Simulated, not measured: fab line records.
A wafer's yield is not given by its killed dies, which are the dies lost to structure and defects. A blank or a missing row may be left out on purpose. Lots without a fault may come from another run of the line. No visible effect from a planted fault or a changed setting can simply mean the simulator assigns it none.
Which tool did it? / flow berkeley-cmos170 / 14 lots, 42 wafers sampled, at 4 steps of a route of 331

== WHAT EACH GAUGE READ, for each wafer ==
UCB170_FIELD_THK_MEAS_02.
lot=L873; measured=day 5 12:06; on=film-metro-02; FIELD_OXIDE_THK (nm)=571 573 579
lot=L874; measured=day 5 22:41; on=film-metro-04; FIELD_OXIDE_THK (nm)=561 558 557
lot=L875; measured=day 5 22:41; on=film-metro-02; FIELD_OXIDE_THK (nm)=555 553 551
lot=L877; measured=day 6 06:12; on=film-metro-04; FIELD_OXIDE_THK (nm)=533 536 524
lot=L878; measured=day 6 17:48; on=film-metro-02; FIELD_OXIDE_THK (nm)=559 552 550
lot=L879; measured=day 6 17:48; on=film-metro-01; FIELD_OXIDE_THK (nm)=557 571 563
lot=L880; measured=day 7 03:42; on=film-metro-04; FIELD_OXIDE_THK (nm)=544 545 535
lot=L881; measured=day 7 15:33; on=film-metro-02; FIELD_OXIDE_THK (nm)=567 563 565
lot=L882; measured=day 7 15:34; on=film-metro-04; FIELD_OXIDE_THK (nm)=547 554 554
lot=L887; measured=day 8 06:59; on=film-metro-02; FIELD_OXIDE_THK (nm)=551 545 557
lot=L886; measured=day 8 07:05; on=film-metro-04; FIELD_OXIDE_THK (nm)=566 561 560
lot=L889; measured=day 9 00:12; on=film-metro-02; FIELD_OXIDE_THK (nm)=561 561 565
lot=L892; measured=day 9 19:57; on=film-metro-01; FIELD_OXIDE_THK (nm)=555 559 563
lot=L895; measured=day 10 18:32; on=film-metro-01; FIELD_OXIDE_THK (nm)=533 536 539

UCB170_NVT_OVL_MEAS_06.
lot=L873; measured=day 6 22:09; on=overlay-01; NVT_OVL (nm)=2 -4 -2
lot=L874; measured=day 7 12:10; on=overlay-01; NVT_OVL (nm)=-3 -5 -2
lot=L875; measured=day 7 12:52; on=overlay-01; NVT_OVL (nm)=14 10 9
lot=L877; measured=day 7 12:22; on=overlay-02; NVT_OVL (nm)=-6 8 5
lot=L878; measured=day 8 00:40; on=overlay-02; NVT_OVL (nm)=6 4 4
lot=L879; measured=day 8 00:56; on=overlay-01; NVT_OVL (nm)=-9 0 -3
lot=L880; measured=day 8 10:57; on=overlay-02; NVT_OVL (nm)=-6 1 -5
lot=L881; measured=day 8 21:29; on=overlay-01; NVT_OVL (nm)=6 4 0
lot=L882; measured=day 8 21:49; on=overlay-01; NVT_OVL (nm)=-12 -4 -6
lot=L887; measured=day 9 07:46; on=overlay-02; NVT_OVL (nm)=-5 -4 -5
lot=L886; measured=day 9 08:01; on=overlay-01; NVT_OVL (nm)=0 -8 2
lot=L889; measured=day 10 04:47; on=overlay-01; NVT_OVL (nm)=4 8 2
lot=L892; measured=day 11 01:45; on=overlay-02; NVT_OVL (nm)=8 9 7
lot=L895; measured=day 11 22:49; on=overlay-01; NVT_OVL (nm)=-9 -14 -3

UCB170_PLDD_CD_MEAS_06: target cd 1200 nm.
lot=L873; measured=day 7 20:07; on=cd-sem-02; cd-nm (nm)=1199.2 1200.2 1200.4
lot=L874; measured=day 8 08:29; on=cd-sem-01; cd-nm (nm)=1199.1 1200.2 1199.6
lot=L875; measured=day 8 09:14; on=cd-sem-02; cd-nm (nm)=1198.7 1200.2 1199.3
lot=L877; measured=day 8 08:59; on=cd-sem-02; cd-nm (nm)=1199.5 1199.0 1199.1
lot=L878; measured=day 8 20:40; on=cd-sem-02; cd-nm (nm)=1198.3 1197.1 1198.1
lot=L879; measured=day 8 20:01; on=cd-sem-01; cd-nm (nm)=1198.3 1196.9 1197.4
lot=L880; measured=day 9 11:26; on=cd-sem-02; cd-nm (nm)=1201.2 1199.8 1201.1
lot=L881; measured=day 9 14:15; on=cd-sem-01; cd-nm (nm)=1204.6 1203.5 1203.4
lot=L882; measured=day 9 14:31; on=cd-sem-01; cd-nm (nm)=1200.5 1201.3 1200.4
lot=L887; measured=day 10 04:41; on=cd-sem-02; cd-nm (nm)=1202.5 1202.7 1202.4
lot=L886; measured=day 10 05:10; on=cd-sem-02; cd-nm (nm)=1201.7 1201.9 1201.7
lot=L889; measured=day 11 05:41; on=cd-sem-01; cd-nm (nm)=1199.7 1199.6 1200.2
lot=L892; measured=day 11 20:02; on=cd-sem-02; cd-nm (nm)=1198.6 1198.4 1199.7
lot=L895; measured=day 12 18:04; on=cd-sem-01; cd-nm (nm)=1196.6 1198.8 1198.5

== EACH LOT AND THE TOOL THAT RAN IT (in order: tool; ch and the chambers of the sampled wafers; start) ==
lot=L873; UCB170_PLDD_COAT_01=litho-track-04 ch 0, day 7 19:16
lot=L874; UCB170_PLDD_COAT_01=litho-track-04 ch 0, day 8 07:40
lot=L875; UCB170_PLDD_COAT_01=litho-track-01 ch 0, day 8 08:19
lot=L877; UCB170_PLDD_COAT_01=litho-track-04 ch 0, day 8 08:08
lot=L878; UCB170_PLDD_COAT_01=litho-track-01 ch 0, day 8 19:27
lot=L879; UCB170_PLDD_COAT_01=litho-track-04 ch 0, day 8 19:00
lot=L880; UCB170_PLDD_COAT_01=litho-track-03 ch 0, day 9 09:50
lot=L881; UCB170_PLDD_COAT_01=litho-track-04 ch 0, day 9 13:34
lot=L882; UCB170_PLDD_COAT_01=litho-track-03 ch 0, day 9 13:43
lot=L887; UCB170_PLDD_COAT_01=litho-track-04 ch 0, day 10 03:21
lot=L886; UCB170_PLDD_COAT_01=litho-track-03 ch 0, day 10 03:54
lot=L889; UCB170_PLDD_COAT_01=litho-track-03 ch 0, day 11 04:52
lot=L892; UCB170_PLDD_COAT_01=litho-track-03 ch 0, day 11 19:12
lot=L895; UCB170_PLDD_COAT_01=litho-track-03 ch 0, day 12 16:47
- UCB170_PLDD_COAT_01: resist thk 900 nm.

== AS READ BY THE TOOLS THEMSELVES (means over the sampled wafers that have a number; for cases with no such wafer, the mark the record gives instead) ==
The record holds no such reading with a usual standard deviation.

== THE ANSWER, worked out from the rows above alone ==
Rule: the usual values come from the lots themselves. The widest of any qualifying gaps counts: lots, ordered by their means at a reading, are off when they make up no more than a third of the lots, leave a main group of 4 or more, and stand apart from it by 3 or more times the standard deviation of that group's means. A main group whose means are all the same, to the digits that the tables above print for the reading, isn't used. A lot without any number at a reading at which 4 lots or more have one is off too. The other lots that the step has rows for count as sound. First the gauges in route order, then the tools' own readings, where a lot's mean is used as printed above. At the first step where some lot is off, the reading lying furthest off is the one used; lots without a number count as furthest.
Nothing can be told from this: no lot is off at any reading shown.

== WHAT HAD BEEN PUT IN BY THE SIMULATOR ==
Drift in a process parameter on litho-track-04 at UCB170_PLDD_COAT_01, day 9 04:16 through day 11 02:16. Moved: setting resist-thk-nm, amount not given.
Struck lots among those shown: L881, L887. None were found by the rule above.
